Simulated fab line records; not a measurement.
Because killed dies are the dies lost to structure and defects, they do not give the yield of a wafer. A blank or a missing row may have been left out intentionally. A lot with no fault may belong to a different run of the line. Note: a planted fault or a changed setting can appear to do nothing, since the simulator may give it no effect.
Which tool did it? | flow ritCmos | 14 lots, 42 wafers sampled, at 2 steps of a route of 202

== WHAT EACH GAUGE READ, for each wafer ==
Not one reading of a measure or inspect step in the record can be checked against a usual standard deviation.

== EACH LOT AND THE TOOL THAT RAN IT (in order: tool; ch and the chambers of the sampled wafers; start) ==
lot  | RIT_M1_COAT_04                  | RIT_M1_PROBE_99
L145 | lithoTrack-04 ch 0, day 3 07:52 | prober-01, day 3 11:16
L146 | lithoTrack-04 ch 0, day 3 13:26 | prober-01, day 3 17:13
L147 | lithoTrack-04 ch 0, day 3 17:55 | prober-01, day 3 21:17
L148 | lithoTrack-01 ch 0, day 4 01:37 | prober-02, day 4 05:11
L149 | lithoTrack-01 ch 0, day 4 04:26 | prober-01, day 4 07:58
L150 | lithoTrack-03 ch 0, day 4 07:58 | prober-02, day 4 11:37
L152 | lithoTrack-04 ch 0, day 4 22:40 | prober-02, day 5 02:04
L153 | lithoTrack-03 ch 0, day 5 02:13 | prober-01, day 5 05:48
L159 | lithoTrack-03 ch 0, day 6 09:14 | prober-02, day 6 12:46
L161 | lithoTrack-03 ch 0, day 6 19:28 | prober-02, day 6 22:54
L163 | lithoTrack-01 ch 0, day 7 02:59 | prober-02, day 7 06:34
L164 | lithoTrack-04 ch 0, day 7 05:43 | prober-01, day 7 09:07
L165 | lithoTrack-04 ch 0, day 7 15:25 | prober-02, day 7 19:03
L167 | lithoTrack-04 ch 0, day 7 22:46 | prober-02, day 8 02:18
- RIT_M1_COAT_04: resist thk 1325 nm.
- RIT_M1_PROBE_99

== WHAT THE TOOLS THEMSELVES READ (means of the sampled wafers that have a number; where no wafer has one, the mark that the record gives instead) ==
RIT_M1_COAT_04. Usual: spinSpeedRpm at 2000.0 rpm, with a standard deviation of 1.6.
lot  | tool          | spinSpeedRpm (rpm) | flag
L145 | lithoTrack-04 | 2001.6             | 
L146 | lithoTrack-04 | 1999.8             | 
L147 | lithoTrack-04 | 1999.9             | 
L148 | lithoTrack-01 | 1998.7             | 
L149 | lithoTrack-01 | 2000.9             | 
L150 | lithoTrack-03 | 1999.4             | 
L152 | lithoTrack-04 | 1999.0             | 
L153 | lithoTrack-03 | 1998.6             | 
L159 | lithoTrack-03 | 2052.4             | OFF
L161 | lithoTrack-03 | 2052.4             | OFF
L163 | lithoTrack-01 | 1997.9             | 
L164 | lithoTrack-04 | 1998.8             | 
L165 | lithoTrack-04 | 2000.3             | 
L167 | lithoTrack-04 | 2002.3             | 

RIT_M1_PROBE_99. Usual: defectLimitedYield 97.6 %, standard deviation 1.1; killedAtContacts 0.1, standard deviation 0.25; killedAtFrontEnd 6.3, standard deviation 2.9; killedDies 6.4, standard deviation 2.8; killedOpen 3.3, standard deviation 2; killedShort 3.1, standard deviation 2; sort_bin_3_pad_short 0.1 %, standard deviation 0.2; sort_bin_5_function 1.4 %, standard deviation 0.75; sort_bin_6_memory 0.9 %, standard deviation 0.59; sortNPass 257.6, standard deviation 2.8; sortYieldPct 97.6 %, standard deviation 1.1.
lot  | tool      | defectLimitedYield (%) | killedAtContacts | killedAtFrontEnd | killedDies | killedOpen | killedShort | sort_bin_3_pad_short (%) | sort_bin_5_function (%) | sort_bin_6_memory (%) | sortNPass | sortYieldPct (%) | flag
L145 | prober-01 | 96.2                   | 0.0              | 10.0             | 10.0       | 6.3        | 3.7         | 0.0                      | 2.3                     | 1.5                   | 254.0     | 96.2             | 
L146 | prober-01 | 98.0                   | 0.0              | 5.3              | 5.3        | 3.3        | 2.0         | 0.0                      | 0.7                     | 1.2                   | 258.7     | 98.0             | 
L147 | prober-01 | 97.6                   | 0.3              | 6.0              | 6.3        | 3.7        | 2.7         | 0.1                      | 1.5                     | 0.8                   | 257.7     | 97.6             | 
L148 | prober-02 | 97.7                   | 0.0              | 6.0              | 6.0        | 3.0        | 3.0         | 0.1                      | 1.2                     | 0.9                   | 258.0     | 97.7             | 
L149 | prober-01 | 98.8                   | 0.0              | 3.3              | 3.3        | 1.7        | 1.7         | 0.0                      | 0.6                     | 0.6                   | 260.7     | 98.8             | 
L150 | prober-02 | 97.6                   | 0.0              | 6.3              | 6.3        | 1.3        | 5.0         | 0.3                      | 0.9                     | 1.3                   | 257.7     | 97.6             | 
L152 | prober-02 | 97.6                   | 0.0              | 6.3              | 6.3        | 3.0        | 3.3         | 0.3                      | 0.9                     | 1.3                   | 257.7     | 97.6             | 
L153 | prober-01 | 96.2                   | 0.3              | 9.7              | 10.0       | 5.3        | 4.7         | 0.0                      | 2.3                     | 1.5                   | 254.0     | 96.2             | 
L159 | prober-02 | 97.0                   | 0.0              | 8.0              | 8.0        | 3.7        | 4.3         | 0.0                      | 2.2                     | 0.9                   | 256.0     | 97.0             | 
L161 | prober-02 | 98.2                   | 0.3              | 4.3              | 4.7        | 3.7        | 1.0         | 0.1                      | 0.9                     | 0.8                   | 259.3     | 98.2             | 
L163 | prober-02 | 97.6                   | 0.0              | 6.3              | 6.3        | 4.0        | 2.3         | 0.1                      | 1.5                     | 0.8                   | 257.7     | 97.6             | 
L164 | prober-01 | 97.6                   | 0.0              | 6.3              | 6.3        | 3.3        | 3.0         | 0.0                      | 1.4                     | 1.0                   | 257.7     | 97.6             | 
L165 | prober-02 | 98.2                   | 0.0              | 4.7              | 4.7        | 3.0        | 1.7         | 0.0                      | 1.3                     | 0.5                   | 259.3     | 98.2             | 
L167 | prober-02 | 97.7                   | 0.0              | 6.0              | 6.0        | 3.7        | 2.3         | 0.0                      | 1.4                     | 0.9                   | 258.0     | 97.7             | 

== THE ANSWER, worked out from the rows above alone ==
Rule: lot off if the mean of its wafers having a number is beyond 3 standard deviations from the usual mean. Also off: a lot with no number at a reading for which 4 or more lots have one. Where the step has rows for the other lots, those lots are counted as sound. Order of review: gauges by route order, followed by the tools' own readings, for which a lot's mean as printed above is used. The first step at which some lot is off is used, and at that step the reading that is off furthest; a lot without a number counts as furthest.
Off, at RIT_M1_COAT_04 on spinSpeedRpm: L159, L161.
A tool fits if, at that step or a process step before it, it ran every lot that is off, and no sound lot after the first of them. One fits: RIT_M1_COAT_04 on lithoTrack-03. Its last sound lot is L153 (day 5 02:13), its first lot that is off L159 (day 6 09:14): a fault that began between those two fits.
On the lots that are off, the tool's own readings at RIT_M1_COAT_04 differ by more than 5 times the standard deviation of the sound lots' means, which bears it out; spinSpeedRpm reads 2052.4 rpm there versus 1999.8 rpm on the sound lots.

== WHAT HAD BEEN PUT IN BY THE SIMULATOR ==
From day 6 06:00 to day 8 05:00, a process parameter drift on lithoTrack-03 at RIT_M1_COAT_04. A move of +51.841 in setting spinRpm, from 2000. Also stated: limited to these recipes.
Lots struck among those shown: L159, L161. The rule given above showed the same thing.
